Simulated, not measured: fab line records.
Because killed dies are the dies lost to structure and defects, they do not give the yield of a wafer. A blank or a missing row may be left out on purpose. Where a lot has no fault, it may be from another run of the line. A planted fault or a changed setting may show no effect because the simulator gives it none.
fab line records	flow ritCmos
record lots=6	wafers=18	lastDay=6
route steps=202 shown GATE@79 FOX2@80 REOX@98 NLDD@103 PLDD@114 M1@202
lots untouched by any fault: they come from a run of this same line in which no faults occurred
startH: hours from the record's opening day to when the first of the lot's shown wafers began	waitH: hours since the lot's step before	" as in the row above	L1.1+2: several wafers, shown together as one row	- no value, or no start was given	* or withheld: withheld	< > ~ a bound
route shown NAME@n: a module of which the file shows steps, and the number in the route of the first	usual: mean/standard deviation of fault-free wafers	same: alike in all rows	chamber/n: place in a boat	sites: readings site by site	_std_site: how widely they spread, as a standard deviation	_edge_site: the outer-site mean with the inner-site mean subtracted	radiusMm: for every site, how far away it sits from the centre of the wafer	mask NAME#n: copy n	behind: the last tool/chamber to shape the wafer	hold: what put the lot on hold/how long, in hours/how the hold closed	device: transistor that didn't switch, given as n, p or np	end of line: the route-end tests of the same wafers	for a step that has no rows: nothing shown but its recipe	killed: count of dies lost to structure and defects at first sort (not the wafer's yield)	map: a wafer's dies, marking killed ones x, the rest . and places with no die _
set.NAME: the run value of the setting; set.NAME@STEP: its run value at that earlier step	model.NAME: the simulator's own value behind a step, which no gauge read
lots at some steps of the route; a table a step, a row a wafer
services: a tool's chamber out of use, with start hour (startH, from the record's first day; less than 0 if before it), hours out, and reason
## steps
# step RIT_GATE_CLEAN_04
# recipe chemistry=dHF	dilution=50:1	timeS=60	dry=n2Spin
# step RIT_FOX2_THK_MEAS_91
# recipe reads=SiO2_of_FOX2_OXIDATION_00
# usual FIELD_OXIDE_LEFT_2_THK=257/5.6
lot.wafer	tool	chamber	startH	waitH	FIELD_OXIDE_LEFT_2_THK[nm]
L395.1	filmMetro-01	-	55.69	0.0	258
L395.3	"	-	"	"	254
L395.5	"	-	"	"	260
L398.2	filmMetro-04	-	66.19	0.0	263
L398.4	"	-	"	"	262
L398.6	"	-	"	"	258
L403.3	filmMetro-04	-	93.87	0.0	267
L403.4	"	-	"	"	265
L403.6	"	-	"	"	266
L404.2	filmMetro-04	-	98.38	0.0	252
L404.3	"	-	"	"	260
L404.5	"	-	"	"	255
L406.2	filmMetro-04	-	107.51	0.0	251
L406.3	"	-	"	"	254
L406.4	"	-	"	"	254
L407.2	filmMetro-01	-	110.19	0.0	261
L407.3	"	-	"	"	259
L407.6	"	-	"	"	259
# step RIT_GATE_OXIDATION_05
# recipe tempC=900	ambient=O2	targetThkA=30	oxTimeS=270
# step RIT_GATE_ANNEAL_06
# recipe tempC=900	timeS=600	ambient=N2O
# step RIT_GATE_THK_MEAS_07
# recipe reads=SiO2_of_GATE_OXIDATION_05
# usual GATE_OXIDE_THK=3.03/0.063
lot.wafer	tool	chamber	startH	waitH	GATE_OXIDE_THK[nm]
L395.1	filmMetro-04	-	59.23	0.0	3.20
L395.3	"	-	"	"	3.10
L395.5	"	-	"	"	3.16
L398.2	filmMetro-01	-	70.92	0.0	3.03
L398.4	"	-	"	"	3.07
L398.6	"	-	"	"	3.09
L403.3	filmMetro-01	-	98.50	0.0	3.09
L403.4	"	-	"	"	3.03
L403.6	"	-	"	"	3.04
L404.2	filmMetro-01	-	102.85	0.0	3.06
L404.3	"	-	"	"	3.08
L404.5	"	-	"	"	3.02
L406.2	filmMetro-01	-	114.07	0.0	2.96
L406.3	"	-	"	"	2.98
L406.4	"	-	"	"	2.95
L407.2	filmMetro-04	-	114.07	0.0	2.98
L407.3	"	-	"	"	3.05
L407.6	"	-	"	"	3.02
# step RIT_GATE_CVD_08
# recipe material=poly-Si	targetThkNm=250	tempC=610	precursor=SiH4	timeS=2220	pressureMtorr=300	sih4FlowSccm=100
# step RIT_GATE_THK_MEAS_09
# recipe reads=poly-Si_of_GATE_CVD_08
# usual GATE_POLY_THK=249.8/1.8
lot.wafer	tool	chamber	startH	waitH	GATE_POLY_THK[nm]
L395.1	filmMetro-01	-	60.91	0.0	250.1
L395.3	"	-	"	"	249.9
L395.5	"	-	"	"	247.7
L398.2	filmMetro-01	-	73.12	0.0	249.2
L398.4	"	-	"	"	252.0
L398.6	"	-	"	"	249.7
L403.3	filmMetro-01	-	100.18	0.0	247.0
L403.4	"	-	"	"	245.9
L403.6	"	-	"	"	248.4
L404.2	filmMetro-01	-	105.11	0.0	246.8
L404.3	"	-	"	"	248.3
L404.5	"	-	"	"	248.2
L406.2	filmMetro-01	-	116.55	0.0	249.6
L406.3	"	-	"	"	250.1
L406.4	"	-	"	"	248.6
L407.2	filmMetro-02	-	116.55	0.0	249.6
L407.3	"	-	"	"	249.7
L407.6	"	-	"	"	248.6
# step RIT_GATE_HMDS_10
# recipe primeTimeS=60	primeTempC=140
# step RIT_GATE_COAT_11
# recipe resist=NOVOLAK	spinRpm=4250	resistThkNm=850
# step RIT_GATE_SOFTBAKE_12
# recipe resist=NOVOLAK	tempC=90	timeS=60
# step RIT_GATE_EXPOSE_13
# recipe maskId=M6	na=0.6	sourceShape=conventional	sigmaOuter=0.6	targetCdNm=150	doseMj=380
# step RIT_GATE_PEB_14
# recipe resist=NOVOLAK	tempC=withheld	timeS=withheld
# step RIT_GATE_DEVELOP_15
# recipe resist=NOVOLAK	developTimeS=50	devTempC=23
# usual chillPlateTempC=23.03/0.1
lot.wafer	tool	chamber	startH	waitH	chillPlateTempC
L395.1	lithoTrack-02	0	61	-	22.92
L395.3	"	0	"	"	22.90
L395.5	"	0	"	"	23.08
L398.2	lithoTrack-01	0	73	-	23.04
L398.4	"	0	"	"	23.16
L398.6	"	0	74	-	23.03
L403.3	lithoTrack-02	0	101	-	23.01
L403.4	"	0	"	"	22.89
L403.6	"	0	"	"	23.14
L404.2	lithoTrack-04	0	105	-	23.06
L404.3	"	0	"	"	23.15
L404.5	"	0	106	-	23.09
L406.2	lithoTrack-02	0	117	-	22.95
L406.3	"	0	"	"	23.05
L406.4	"	0	"	"	23.04
L407.2	lithoTrack-01	0	117	-	22.97
L407.3	"	0	"	"	23.04
L407.6	"	0	"	"	22.86
# step RIT_GATE_OVL_MEAS_17
# usual GATE_OVL=-0.4/1.2
lot.wafer	tool	chamber	startH	waitH	GATE_OVL[nm]
L395.1	overlay-01	-	61.94	0.1	-0.3
L395.3	"	-	"	"	-2.0
L395.5	"	-	"	"	-0.8
L398.2	overlay-02	-	74.15	0.1	-0.9
L398.4	"	-	"	"	-3.4
L398.6	"	-	"	"	-1.4
L403.3	overlay-01	-	101.27	0.1	0.5
L403.4	"	-	"	"	-0.9
L403.6	"	-	"	"	1.1
L404.2	overlay-01	-	106.21	0.1	-0.6
L404.3	"	-	"	"	-0.1
L404.5	"	-	"	"	0.1
L406.2	overlay-01	-	117.58	0.1	0.3
L406.3	"	-	"	"	-0.1
L406.4	"	-	"	"	0.1
L407.2	overlay-02	-	117.70	0.1	-1.1
L407.3	"	-	"	"	0.0
L407.6	"	-	"	"	-1.8
# step RIT_GATE_HARDBAKE_18
# recipe resist=NOVOLAK	tempC=140	timeS=60
# step RIT_GATE_ETCH_19
# recipe chemistry=SF6/CHF3/O2	timeS=165	SF6_flow_sccm=30	CHF3_flow_sccm=30	O2_flow_sccm=5	target=poly-Si	pressureMtorr=40	rfW=160	targetDepthA=3125	overEtchFrac=0.25	stopOn=SiO2
# usual CHF3_flow_sccm=29.99/0.1	drypumpMotorCurrentA=5.4/0.4	oesProductAu=0.848/0.014	throttleValvePct=10.16/0.16
lot.wafer	tool	chamber	startH	waitH	CHF3_flow_sccm	drypumpMotorCurrentA	oesProductAu	rfHoursCounterH	throttleValvePct
L395.1	rieSi-02	3	62.13	0.1	29.87	5.8	0.871	142	10.40
L395.3	"	1	"	"	29.92	6.1	0.835	0	9.90
L395.5	"	0	"	"	29.82	5.2	0.820	-	10.10
L398.2	rieSi-02	3	74.33	0.1	30.06	5.8	0.868	142	10.38
L398.4	"	1	"	"	30.20	6.2	0.836	0	9.88
L398.6	"	0	"	"	29.81	5.2	0.827	-	10.08
L403.3	rieSi-01	1	101.44	0.1	29.92	5.6	0.835	2	10.23
L403.4	"	3	"	"	29.93	5.3	0.856	139	10.32
L403.6	"	0	"	"	30.12	4.9	0.853	-	10.01
L404.2	rieSi-02	3	106.39	0.1	30.01	5.8	0.864	143	10.39
L404.3	"	1	"	"	30.13	6.2	0.830	1	9.90
L404.5	"	2	"	"	30.01	5.2	0.827	-	10.22
L406.2	rieSi-02	3	117.76	0.1	29.91	5.8	0.866	143	10.41
L406.3	"	2	"	"	29.93	5.2	0.836	83	10.22
L406.4	"	3	"	"	29.98	5.7	0.864	-	10.40
L407.2	rieSi-01	2	117.88	0.1	29.91	5.3	0.853	0	10.14
L407.3	"	0	"	"	30.02	4.9	0.860	136	10.03
L407.6	"	2	"	"	29.93	5.3	0.859	-	10.15
# step RIT_GATE_STRIP_20
# recipe chemistry=O2	timeS=180	resist=NOVOLAK	platenTempC=withheld	powerW=500	pressureMtorr=4000	o2FlowSccm=4000
# usual drypumpMotorCurrentA=6.0/0.33
lot.wafer	tool	chamber	startH	waitH	drypumpMotorCurrentA	rfHoursCounterH
L395.1	plasmaAsher-02	1	62.23	0.1	5.7	27
L395.3	"	1	"	"	5.7	-
L395.5	"	1	"	"	5.7	-
L398.2	plasmaAsher-02	1	74.44	0.1	5.7	28
L398.4	"	1	"	"	5.7	-
L398.6	"	0	"	"	6.2	-
L403.3	plasmaAsher-02	1	101.61	0.1	5.7	-
L403.4	"	0	"	"	6.2	-
L403.6	"	1	"	"	5.7	-
L404.2	plasmaAsher-04	0	106.49	0.1	6.4	48
L404.3	"	1	"	"	5.8	-
L404.5	"	1	"	"	5.7	-
L406.2	plasmaAsher-04	1	117.87	0.1	5.8	50
L406.3	"	0	"	"	6.4	-
L406.4	"	1	"	"	5.8	-
L407.2	plasmaAsher-02	1	117.99	0.1	5.7	33
L407.3	"	1	"	"	5.7	-
L407.6	"	0	"	"	6.2	-
# step RIT_REOX_CLEAN_00
# recipe chemistry=SC1	mix=3:3:50	timeS=600	tempC=75
# step RIT_REOX_CLEAN_01
# recipe chemistry=dHF	dilution=50:1	timeS=30
# step RIT_REOX_CLEAN_02
# recipe chemistry=SC2	mix=3:3:50	timeS=600	tempC=75	dry=n2Spin
# step RIT_REOX_OXIDATION_03
# recipe tempC=900	ambient=O2	targetThkA=252	oxTimeS=5580
# step RIT_REOX_THK_MEAS_04
# recipe reads=SiO2_of_REOX_OXIDATION_03
# usual REOX_OXIDE_THK=25.1/0.46
lot.wafer	tool	chamber	startH	waitH	REOX_OXIDE_THK[nm]
L395.1	filmMetro-03	-	66.04	0.0	24.5
L395.3	"	-	"	"	24.5
L395.5	"	-	"	"	24.7
L398.2	filmMetro-03	-	78.21	0.0	25.2
L398.4	"	-	"	"	25.6
L398.6	"	-	"	"	25.7
L404.2	filmMetro-01	-	112.06	0.0	25.0
L404.3	"	-	"	"	25.2
L404.5	"	-	"	"	24.8
L406.2	filmMetro-03	-	121.09	0.0	25.6
L406.3	"	-	"	"	25.2
L406.4	"	-	"	"	25.2
L407.2	filmMetro-02	-	121.81	0.0	25.5
L407.3	"	-	"	"	25.1
L407.6	"	-	"	"	25.5
# step RIT_NLDD_HMDS_00
# recipe primeTimeS=60	primeTempC=140
# step RIT_NLDD_COAT_01
# recipe resist=NOVOLAK	spinRpm=3250	resistThkNm=1000
# step RIT_NLDD_SOFTBAKE_02
# recipe resist=NOVOLAK	tempC=90	timeS=60
# step RIT_NLDD_EXPOSE_03
# recipe maskId=M7	na=0.57	targetCdNm=40700	doseMj=250
# step RIT_NLDD_PEB_04
# recipe resist=NOVOLAK	tempC=withheld	timeS=withheld
# step RIT_NLDD_DEVELOP_05
# recipe resist=NOVOLAK	developTimeS=50	devTempC=23
# step RIT_NLDD_OVL_MEAS_06
# usual NLDD_OVL=0.5/1.5
lot.wafer	tool	chamber	startH	waitH	NLDD_OVL[nm]
L395.1	overlay-02	-	67.19	-	2.0
L395.3	"	-	"	"	2.8
L395.5	"	-	"	"	0.4
L398.2	overlay-01	-	79.12	-	0.5
L398.4	"	-	"	"	0.5
L398.6	"	-	"	"	-0.5
L404.2	overlay-01	-	112.97	-	1.4
L404.3	"	-	"	"	1.0
L404.5	"	-	"	"	-0.4
L406.2	overlay-01	-	122.00	-	-1.1
L406.3	"	-	"	"	-4.2
L406.4	"	-	"	"	-1.5
L407.2	overlay-02	-	122.84	-	0.0
L407.3	"	-	"	"	1.3
L407.6	"	-	"	"	-0.5
# step RIT_NLDD_HARDBAKE_07
# recipe resist=NOVOLAK	tempC=140	timeS=60
# step RIT_NLDD_IMPLANT_08
# recipe species=P	energyKev=20	doseCm2=5e+14	tiltDeg=7
# step RIT_NLDD_STRIP_09
# recipe chemistry=O2	timeS=180	resist=NOVOLAK	platenTempC=withheld	powerW=500	pressureMtorr=4000	o2FlowSccm=4000
# usual drypumpMotorCurrentA=5.7/0.38
lot.wafer	tool	chamber	startH	waitH	drypumpMotorCurrentA	rfHoursCounterH
L395.1	plasmaAsher-03	1	67.53	0.1	5.2	38
L395.3	"	0	"	"	5.9	-
L395.5	"	0	"	"	5.8	-
L398.2	plasmaAsher-02	0	79.45	0.1	6.2	29
L398.4	"	0	"	"	6.2	-
L398.6	"	1	"	"	5.7	-
L404.2	plasmaAsher-02	0	113.30	0.1	6.2	33
L404.3	"	1	"	"	5.7	-
L404.5	"	1	"	"	5.7	-
L406.2	plasmaAsher-02	0	122.33	0.1	6.2	34
L406.3	"	1	"	"	5.7	-
L406.4	"	0	"	"	6.2	-
L407.2	plasmaAsher-01	1	123.17	0.1	6.0	1
L407.3	"	0	"	"	5.2	-
L407.6	"	0	"	"	5.3	-
# step RIT_NLDD_TW_MEAS_10
# usual NLDD_TW=2501/13
lot.wafer	tool	chamber	startH	waitH	NLDD_TW
L395.1	filmMetro-02	-	67.70	0.1	2478
L395.3	"	-	"	"	2468
L395.5	"	-	"	"	2474
L398.2	filmMetro-02	-	79.63	0.1	2490
L398.4	"	-	"	"	2489
L398.6	"	-	"	"	2492
L404.2	filmMetro-03	-	113.49	0.1	2478
L404.3	"	-	"	"	2497
L404.5	"	-	"	"	2483
L406.2	filmMetro-04	-	122.51	0.1	2498
L406.3	"	-	"	"	2498
L406.4	"	-	"	"	2503
L407.2	filmMetro-03	-	123.36	0.1	2522
L407.3	"	-	"	"	2501
L407.6	"	-	"	"	2498
# step RIT_PLDD_HMDS_00
# recipe primeTimeS=60	primeTempC=140
# step RIT_PLDD_COAT_01
# recipe resist=NOVOLAK	spinRpm=3250	resistThkNm=1000
# step RIT_PLDD_SOFTBAKE_02
# recipe resist=NOVOLAK	tempC=90	timeS=60
# step RIT_PLDD_EXPOSE_03
# recipe maskId=M8	na=0.57	targetCdNm=40900	doseMj=250
# step RIT_PLDD_PEB_04
# recipe resist=NOVOLAK	tempC=withheld	timeS=withheld
# step RIT_PLDD_DEVELOP_05
# recipe resist=NOVOLAK	developTimeS=50	devTempC=23
# step RIT_PLDD_OVL_MEAS_06
# usual PLDD_OVL=-0.3/1.3
lot.wafer	tool	chamber	startH	waitH	PLDD_OVL[nm]
L395.1	overlay-01	-	68.74	-	-0.5
L395.3	"	-	"	"	0.9
L395.5	"	-	"	"	1.8
L398.2	overlay-01	-	80.54	-	0.8
L398.4	"	-	"	"	-1.7
L398.6	"	-	"	"	-0.4
L404.2	overlay-01	-	114.39	-	1.7
L404.3	"	-	"	"	-0.6
L404.5	"	-	"	"	-0.5
L406.2	overlay-01	-	123.45	-	-2.0
L406.3	"	-	"	"	-2.0
L406.4	"	-	"	"	-1.3
L407.2	overlay-02	-	124.30	-	-2.2
L407.3	"	-	"	"	-1.7
L407.6	"	-	"	"	0.1
# step RIT_M1_PROBE_99
# usual killedAtContacts=0.0/0.22	killedAtFrontEnd=6.5/2.8	killedDies=6.5/2.8	killedOnRim=1.7/1.3	killedOpen=3.2/1.8	killedShort=3.3/2
# same grossDies=264	killed_at_M0_to_M3=0	killed_at_M4_up=0	killedAtBackSide=0	killedAtOther=0
lot.wafer	tool	chamber	startH	waitH	killedAtContacts	killedAtFrontEnd	killedDies	killedOnRim	killedOpen	killedShort
L395.1	prober-01	-	84.56	0.1	0	10	10	4	5	5
L395.3	prober-01	-	84.66	0.2	1	6	7	2	2	5
L395.5	prober-01	-	84.76	0.2	1	8	9	3	7	2
L398.2	prober-01	-	95.36	0.1	0	6	6	2	4	2
L398.4	prober-01	-	95.46	0.2	0	6	6	0	3	3
L398.6	prober-01	-	95.56	0.2	0	4	4	2	2	2
L403.3	prober-02	-	122.25	0.2	0	174	174	64	2	6
L403.4	prober-02	-	122.30	0.2	0	169	169	67	3	2
L403.6	prober-02	-	122.40	0.2	0	187	187	67	5	9
L407.2	prober-01	-	138.18	0.1	0	6	6	2	3	3
L407.3	prober-01	-	138.23	0.2	0	3	3	1	1	2
L407.6	prober-01	-	138.38	0.2	0	7	7	3	6	1
L406.2	prober-02	-	139.68	0.1	0	78	78	45	2	3
L406.3	prober-02	-	139.73	0.2	0	70	70	41	5	3
L406.4	prober-02	-	139.78	0.2	0	76	76	42	0	2
# killed by level:class
L395.1 GATE:geometricParticle:open=2 GATE:geometricParticle:short=2 REOX:geometricParticle:open=2 FOX2:geometricParticle:short=1 REOX:geometricParticle:short=1 SPACER:geometricParticle:open=1 SILICIDE:geometricParticle:short=1
L395.3 GATE:geometricParticle:short=2 FOX2:geometricParticle:short=1 GATE:geometricParticle:open=1 SPACER:geometricParticle:short=1 SPACER:geometricParticle:open=1 CONTACT:geometricParticle:short=1
L395.5 REOX:geometricParticle:open=3 GATE:geometricParticle:open=2 GATE:geometricParticle:short=1 SILICIDE:geometricParticle:short=1 SILICIDE:geometricParticle:open=1 CONTACT:geometricParticle:open=1
L398.2 ACTIVE:geometricParticle:short=1 GATE:geometricParticle:open=1 REOX:geometricParticle:short=1 REOX:geometricParticle:open=1 SPACER:geometricParticle:open=1 SILICIDE:geometricParticle:open=1
L398.4 GATE:geometricParticle:open=2 SPACER:geometricParticle:short=2 FOX1:geometricParticle:short=1 REOX:geometricParticle:open=1
L398.6 GATE:geometricParticle:short=2 REOX:geometricParticle:open=2
L403.3 GATE:areaDevelop=166 GATE:geometricParticle:short=3 SPACER:geometricParticle:open=2 FOX2:geometricParticle:short=1 REOX:geometricParticle:short=1 SILICIDE:geometricParticle:short=1
L403.4 GATE:areaDevelop=164 FOX2:geometricParticle:open=1 FOX2:geometricParticle:short=1 GATE:geometricParticle:open=1 GATE:geometricParticle:short=1 REOX:geometricParticle:open=1
L403.6 GATE:areaDevelop=173 GATE:geometricParticle:short=3 GATE:geometricParticle:open=3 REOX:geometricParticle:short=3 SPACER:geometricParticle:short=2 SPACER:geometricParticle:open=2 SILICIDE:geometricParticle:short=1
L407.2 GATE:geometricParticle:short=2 FOX1:geometricParticle:short=1 FOX1:geometricParticle:open=1 SILICIDE:geometricParticle:open=1 GATE:geometricParticle:open=1
L407.3 REOX:geometricParticle:open=1 REOX:geometricParticle:short=1 SPACER:geometricParticle:short=1
L407.6 REOX:geometricParticle:open=2 FOX1:geometricParticle:open=1 GATE:geometricParticle:open=1 GATE:geometricParticle:short=1 SPACER:geometricParticle:open=1 SILICIDE:geometricParticle:open=1
L406.2 GATE:areaDevelop=73 GATE:geometricParticle:short=2 FOX1:geometricParticle:open=1 FOX2:geometricParticle:short=1 SPACER:geometricParticle:open=1
L406.3 GATE:areaDevelop=62 GATE:geometricParticle:open=3 FOX1:geometricParticle:short=1 FOX2:geometricParticle:open=1 GATE:geometricParticle:short=1 SPACER:geometricParticle:short=1 SPACER:geometricParticle:open=1
L406.4 GATE:areaDevelop=74 SPACER:geometricParticle:short=2
# map L403.6 (x killed, . not)
________xxxxxxx_______
_____xx.xxxxxxxxxx____
____xxxxxx....xxxxx___
___xxxx.xxxx..xxxxxx__
__xxxx....xx..xx.xxx._
__xxx...xxx.....xxxxx_
_xx...x......x.x.xxxxx
_xxxxx.x...x..x..xxxxx
_xxxx.x..x..xxx..xxxxx
_xxx.....x...x..xx.xxx
__xxx.x...x.xxxxxxxxx_
__xx.x..xx..xxxxxxxxx_
___.xxxxxx.xxxxxxxxx__
____xxxxxxxx..xxxxx___
_____xxxxxx.x.xxxx____
________xxxxxxx_______
# map L406.2 (x killed, . not)
________..xxx.._______
_____..xx..x..xxxx____
____...........x..x___
___..x............xx__
__..x.x...........xxx_
__.................x._
_.xx...............xxx
_....................x
_x..............xxxxxx
_x.........x...x...xxx
__x...x..........x.xx_
__x..........x..x.xxx_
___...x.xx....x.xxxx__
____xx....x....xxxx___
_____.xxx.x...xxxx____
________xxx.x.._______
## services
tool	chamber	startH	hours	kind
plasmaAsher-02	-	38.91	2.8	pm
rieSi-01	2	68.61	-	clean
rieSi-01	2	68.61	24.0	scheduledDown
rieSi-01	2	68.61	24.0	ventCycle
plasmaAsher-01	-	75.98	2.8	pm
plasmaAsher-03	-	102.96	1.5	repair
plasmaAsher-01	-	108.75	9.0	pm
plasmaAsher-01	0	108.75	9.0	ventCycle
plasmaAsher-01	1	108.75	9.0	ventCycle
rieSi-02	0	113.40	-	clean
rieSi-02	0	113.40	35.6	scheduledDown
rieSi-02	0	113.40	35.6	ventCycle
plasmaAsher-01	0	117.75	-	clean
plasmaAsher-01	1	117.75	-	clean
plasmaAsher-02	-	119.58	1.3	repair
rieSi-01	0	120.01	9.0	repair
## key
firstSign step=RIT_M1_PROBE_99	reading=killedAtFrontEnd	direction=up	sigmas=43	usual=6.5	struck=125.7
effect step=RIT_M1_PROBE_99	reading=killedDies	direction=up	sigmas=43	usual=6.5	struck=125.7
moreKillsBornAt RIT_GATE_DEVELOP_15@lithoTrack-02=713
metAt RIT_GATE_DEVELOP_15
struckWafers L403.3,L403.4,L403.6,L406.2,L406.3,L406.4
laterRowsLeftOut L403.3,L403.4,L403.6
testerLeftOut L403,L406
loopTrim step=RIT_GATE_EXPOSE_13	setting=dose	lots=L406
onsetBetween 61 101
fault kind=processParameterDrift	tool=lithoTrack-02	chamber=-	onsetH=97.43	steps=RIT_GATE_DEVELOP_15	channel=developTimeS	offset=*	shape=step	endH=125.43	actsIn=*	stated=*
# testerLeftOut: of these lots the tester's yield and bins aren't shown, on N5 and GAA mostly nor the transistor test; their killed dies are dies lost to structure and defects alone, not to doping, threshold or leakage, so they don't give the yield
# laterRowsLeftOut: the simulator's readings of these wafers behind a module that went badly wrong aren't trusted and aren't shown, but for the sort
# loopTrim: a control loop set the setting to another value than it would have without faults
